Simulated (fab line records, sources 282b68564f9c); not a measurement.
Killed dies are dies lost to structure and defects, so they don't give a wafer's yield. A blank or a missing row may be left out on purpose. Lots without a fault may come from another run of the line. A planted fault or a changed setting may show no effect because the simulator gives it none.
A struck lot beside a sound one | flow rit_cmos | 22 steps out of a route of 202
Sound: wafers L902.2, L902.3, L902.4. Struck: wafers L905.1, L905.4, L905.5. The cause comes at the end.
At each step with rows: each side's tool, then ch and its chambers, then its first start. Under that, the readings that differ: sound wafers | struck wafers | difference of the means | sigmas: that difference in standard deviations of wafers without a fault.
alike: readings whose means differ by less than 2 such deviations, and words and numbers that are the same on both sides. not compared: withheld readings, readings that some wafer has no value for, bounds like >300 that may hide the same value, and numbers for which the record gives no deviation and whose values overlap.
The two part at a step that has a row with sigmas, a row that says differs or no value, or rows on one side only. Numbers that don't overlap but have no deviation are shown without sigmas and don't part them. A reading that every wafer of one side lacks parts them only if that side has two wafers or more.

first, 2 steps without rows for these wafers: RIT_NSD_HARDBAKE_07 (time 60 s); RIT_NSD_IMPLANT_08.
RIT_NSD_STRIP_09: strips in O2, time 180 s.
  sound on plasma_asher-03 ch 0,1, day 6 17:46; struck on plasma_asher-03 ch 0, day 7 00:58
  alike: drypump_motor_current_A, o2_flow_sccm
  not compared: rf_hours_counter_h
RIT_NSD_TW_MEAS_10:
  sound on film_metro-03, day 6 17:58; struck on film_metro-01, day 7 01:09
  alike: NSD_TW
then, 6 steps without rows for these wafers: RIT_PSD_HMDS_00 (prime time 60 s); RIT_PSD_COAT_01 (resist thk 1000 nm); RIT_PSD_SOFTBAKE_02 (time 60 s); RIT_PSD_EXPOSE_03 (exposes mask M10, target cd 40900 nm); RIT_PSD_PEB_04; RIT_PSD_DEVELOP_05 (develop time 50 s).
RIT_PSD_OVL_MEAS_06:
  sound on overlay-02, day 6 19:01; struck on overlay-01, day 7 02:05
  alike: PSD_OVL
then, 1 step without rows for these wafers: RIT_PSD_HARDBAKE_07 (time 60 s).
RIT_PSD_IMPLANT_08:
  sound on implanter-02 ch 0, day 6 19:19; struck on implanter-03 ch 0, day 7 02:25
  reading                   | sound                | struck               | difference | sigmas
  beam_energy_keV           | 27.000 27.003 27.003 | 24.623 24.625 24.625 | -2.378     | -99 or more
  model.implant.rp_nm (nm)  | 22.63 22.63 22.63    | 20.04 20.04 20.04    | -2.59      |
  model.implant.drp_nm (nm) | 12.05 12.05 12.05    | 11.29 11.29 11.29    | -0.76      |
RIT_PSD_STRIP_09: strips in O2, time 180 s.
  sound on plasma_asher-03 ch 0,1, day 6 19:27; struck on plasma_asher-01 ch 0,1, day 7 02:34
  alike: drypump_motor_current_A, o2_flow_sccm
  not compared: rf_hours_counter_h
RIT_PSD_TW_MEAS_10:
  sound on film_metro-03, day 6 19:38; struck on film_metro-03, day 7 02:44
  reading | sound          | struck         | difference | sigmas
  PSD_TW  | 3460 3471 3465 | 3368 3361 3345 | -107       | -6
then, 3 steps without rows for these wafers: RIT_SDANNEAL_CLEAN_00 (cleans in SC1, time 600 s); RIT_SDANNEAL_CLEAN_01 (cleans in dHF, time 30 s); RIT_SDANNEAL_CLEAN_02 (cleans in SC2, time 600 s).
RIT_SDANNEAL_RTA_03: time 5 s.
  sound on rtp_anneal-01 ch 0, day 6 20:05; struck on rtp_anneal-01 ch 0, day 7 03:10
  alike: anneal_temp_c_max, wafer_temp_C_max
RIT_SDANNEAL_RS_MEAS_04: measures by four-point-probe.
  sound on film_metro-02, day 6 20:10; struck on film_metro-02, day 7 03:14
  reading         | sound             | struck            | difference | sigmas
  PSD_RS (ohm/sq) | 116.0 116.0 116.2 | 121.5 121.5 121.7 | +5.5       | +18
RIT_SDANNEAL_RS_MEAS_05: measures by four-point-probe.
  sound on film_metro-02, day 6 20:17; struck on film_metro-02, day 7 03:21
  alike: NSD_RS
RIT_M1_PROBE_99:
  sound on prober-01, day 7 04:43; struck on prober-01, day 7 10:44
  reading                                 | sound             | struck               | difference | sigmas
  killed_open                             | 5 6 9             | 2 3 2                | -4         | -2
  model.etest.contact_pplus.end_ohm_um    | 42.48 41.34 43.37 | 48.66 48.17 49.09    | +6.24      |
  model.etest.vpnp.gain                   | 1.076 1.066 1.048 | 0.9466 0.9715 0.9459 | -0.1087    |
  model.etest.diode_pplus_nwell.cj_ff_um2 | 1.668 1.663 1.668 | 1.795 1.75 1.785     | +0.110     |
  model.etest.diode_pplus_comb.cj_ff_um2  | 1.962 1.957 1.954 | 2.074 2.054 2.057    | +0.104     |
  alike: killed_at_contacts, killed_at_front_end, killed_dies, killed_short

WHERE THEY PART
First at RIT_PSD_IMPLANT_08; last, within this record, at RIT_M1_PROBE_99.

WHY: what the simulator had put in
Process parameter drift: implanter-03, from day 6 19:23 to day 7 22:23, at RIT_PSD_IMPLANT_08. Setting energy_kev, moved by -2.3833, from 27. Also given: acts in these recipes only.
